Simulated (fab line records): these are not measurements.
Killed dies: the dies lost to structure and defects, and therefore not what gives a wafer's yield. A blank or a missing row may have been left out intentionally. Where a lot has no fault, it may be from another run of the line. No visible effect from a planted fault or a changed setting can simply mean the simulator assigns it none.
Problem report, 8D (eight disciplines) form, completed by code | flow ritCmos | the parts of the form that need people (team, actions taken, sign-off) are left out

1. THE ISSUE
spikeTcCentreC at RIT_FOX2_OXIDATION_00 reads a mean of 1113.8 C on 6 wafers of 2 lots; wafers without a fault read 1103.5 C with a standard deviation of 1. Relative to the usual mean, that is a shift of +10 standard deviations.
The step: target thk 350.7 nm, ox time 1130 s.
First seen on wafer L807.2, day 3 20:53, on furnace-04. The record has a number at this step for 42 wafers belonging to 14 lots. The rule behind "out" and "out of limits": a value lying over 4 standard deviations away from the usual mean. All remaining wafers that have a number are taken as sound.

2. WHAT IT IS AND WHAT IT IS NOT
question                    | is                           | is not
which readings at this step | spikeTcCentreC, spikeTcLoadC | zonePowerCentrePct
which lots                  | L807, L809                   | L797, L798, L799, L800, L810, L811, L812, L813, L814, L815, L817, L820
which wafers of those lots  | all that have a number       | -
read on which tools         | furnace-04                   | furnace-01, furnace-03
when                        | from day 3 20:53             | up to then (12 sound wafers); but 24 sound wafers of L810, L811, L812, L813, L814, L815, L817, L820 came after

3. THE SUSPECTS, EACH WITH WHAT RULES IT OUT
Counting: any tool at a process step up to the reading is kept as a suspect provided that every lot that is out went through it and no sound lot did after the first of them.
- furnace-04 at RIT_FOX2_OXIDATION_00 (target thk 350.7 nm, ox time 1130 s): kept. It ran every lot that is out, first L807 (day 3 20:53), and no sound lot after that. Out on those wafers are its own readings of spikeTcCentreC, spikeTcLoadC.
After counting, what remains is furnace-04 at RIT_FOX2_OXIDATION_00.

4. THE CAUSE (what the simulator had put in)
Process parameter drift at RIT_FOX2_OXIDATION_00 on furnace-04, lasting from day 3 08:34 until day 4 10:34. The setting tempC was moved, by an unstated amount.
This tool alone remained once counting was done.

5. THE EFFECT CHAIN, in route order
One row per reading whose mean, taken over the struck wafers that have a number, lies over 3 standard deviations from the usual. Scope: only readings with a usual standard deviation given in the record; hours: median across lots of the time from each lot's start at the first step in this table that gives one to its start at this step; sigmas: change in usual standard deviations.
hours | step                  | reading                | usual    | on struck wafers | change | sigmas
0     | RIT_FOX2_OXIDATION_00 | spikeTcCentreC         | 1103.5 C | 1113.8           | +10.3  | +10
0     | RIT_FOX2_OXIDATION_00 | spikeTcLoadC           | 1127.6 C | 1136.4           | +8.8   | +5.9
0     | RIT_FOX2_OXIDATION_00 | spikeTcSourceC         | 1124.6 C | 1132.7           | +8.1   | +3.5
1     | RIT_FOX2_THK_MEAS_01  | FOX2_OXIDE_THK         | 352 nm   | 371              | +19    | +3.2
2     | RIT_FOX2_THK_MEAS_90  | FIELD_OXIDE_LEFT_1_THK | 325 nm   | 344              | +18    | +3.1
16    | RIT_FOX2_THK_MEAS_91  | FIELD_OXIDE_LEFT_2_THK | 257 nm   | 275              | +18    | +3.1
It contains these process steps:
- RIT_FOX2_OXIDATION_00: target thk 350.7 nm, ox time 1130 s.

6. WHAT WOULD HAVE CAUGHT IT SOONER
First out-of-limits reading in this record: day 3 20:53, which is 12 hours after fault onset at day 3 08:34.
